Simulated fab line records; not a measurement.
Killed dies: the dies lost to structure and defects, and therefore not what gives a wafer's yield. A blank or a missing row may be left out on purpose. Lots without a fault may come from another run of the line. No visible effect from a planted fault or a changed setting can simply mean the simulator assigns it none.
2 desks, one fault | flow rit-cmos | what lay behind the numbers comes last; until then each desk has only its own

## FROM THE METROLOGY DESK
Means of the sampled wafers that have a number, per lot and without regard to the tool the lot ran on: this is what the gauges read. If a lot's mean is further than 4 standard deviations from the usual mean, the lot is out of limits and carries the mark OUT (the distance appears in the brackets).
Columns: A = PSD_OVL at RIT_PSD_OVL_MEAS_06, usual -1.1 nm; B = cd-nm at RIT_CONTACT_CD_MEAS_90, usual 1000.4 nm; C = cd-nm at RIT_M1_CD_MEAS_90, usual 2599.5 nm
lot  | first seen here | A    | B      | C
L442 | day 3 16:44     | 1.4  | 998.7  | 2599.6
L443 | day 3 18:33     | -1.8 | 1000.0 | 2596.5
L444 | day 3 23:30     | 0.1  | 1001.2 | 2598.9
L445 | day 4 04:23     | -2.1 | 1002.2 | 2597.3
L446 | day 4 08:08     | -0.7 | 1002.9 | 2599.5
L447 | day 4 12:50     | 1.0  | 1002.0 | 2605.0
L448 | day 4 21:10     | -0.6 | 998.8  | 2600.7
L450 | day 5 07:03     | -1.5 | 997.8  | 2601.0
L452 | day 5 15:03     | -1.5 | 1001.6 | 2598.3
L454 | day 6 07:22     | 0.2  | 1000.0 | 2600.7
L455 | day 6 14:11     | -1.2 | 1003.0 | 2599.0
L460 | day 7 13:58     | -2.2 | 1003.1 | 2597.0
L462 | day 7 22:08     | -3.4 | 996.6  | 2603.5
Finding of this desk: none of the 13 lots has anything out of limits.

## FOR THE TOOL OWNER'S DESK: rie-metal-04
The tool's own readings at RIT_M1_METAL_ETCH_12 (etches Al in Cl2/BCl3, stops on SiO2, time 165 s, target depth 600 nm): means of the sampled wafers that have a number, for each lot that ran on this tool. If a lot's mean is further than 4 standard deviations from the usual mean, the lot is out of limits and carries the mark OUT (the distance appears in the brackets).
Columns: A = drypump-motor-current-A at RIT_M1_METAL_ETCH_12, usual 5.58 A; B = oes-product-au at RIT_M1_METAL_ETCH_12, usual 0.784 a.u.; C = run-length-s at RIT_M1_METAL_ETCH_12, usual 192.8 s; D = throttle-valve-pct at RIT_M1_METAL_ETCH_12, usual 8.26 %
lot  | first seen here | A    | B                | C               | D
L444 | day 4 05:34     | 5.32 | 0.789            | 192.5           | 8.28
L447 | day 4 18:50     | 5.70 | 0.785            | 192.4           | 8.25
L462 | day 8 04:29     | 5.69 | 0.858 (+6.8) OUT | 178.9 (-41) OUT | 8.22
Finding of this desk: L462 out of limits; the first was L462 at day 8 04:29, on oes-product-au at RIT_M1_METAL_ETCH_12. Within limits: L444, L447.

## BROUGHT TOGETHER
The tool owner's desk could have raised an alarm at day 8 04:29, on L462.
The metrology desk saw nothing out of limits.
The metrology desk holds a record of L462, inside its limits.
On rie-metal-04, each named lot ran RIT_M1_METAL_ETCH_12.

## WHAT THE SIMULATOR HAD INSERTED
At RIT_M1_METAL_ETCH_12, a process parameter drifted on rie-metal-04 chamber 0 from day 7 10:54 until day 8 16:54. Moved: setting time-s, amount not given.
Struck lots among those shown: L462.
Hours from the fault's start to each desk's first reading out of limits: the tool owner's desk, 18.
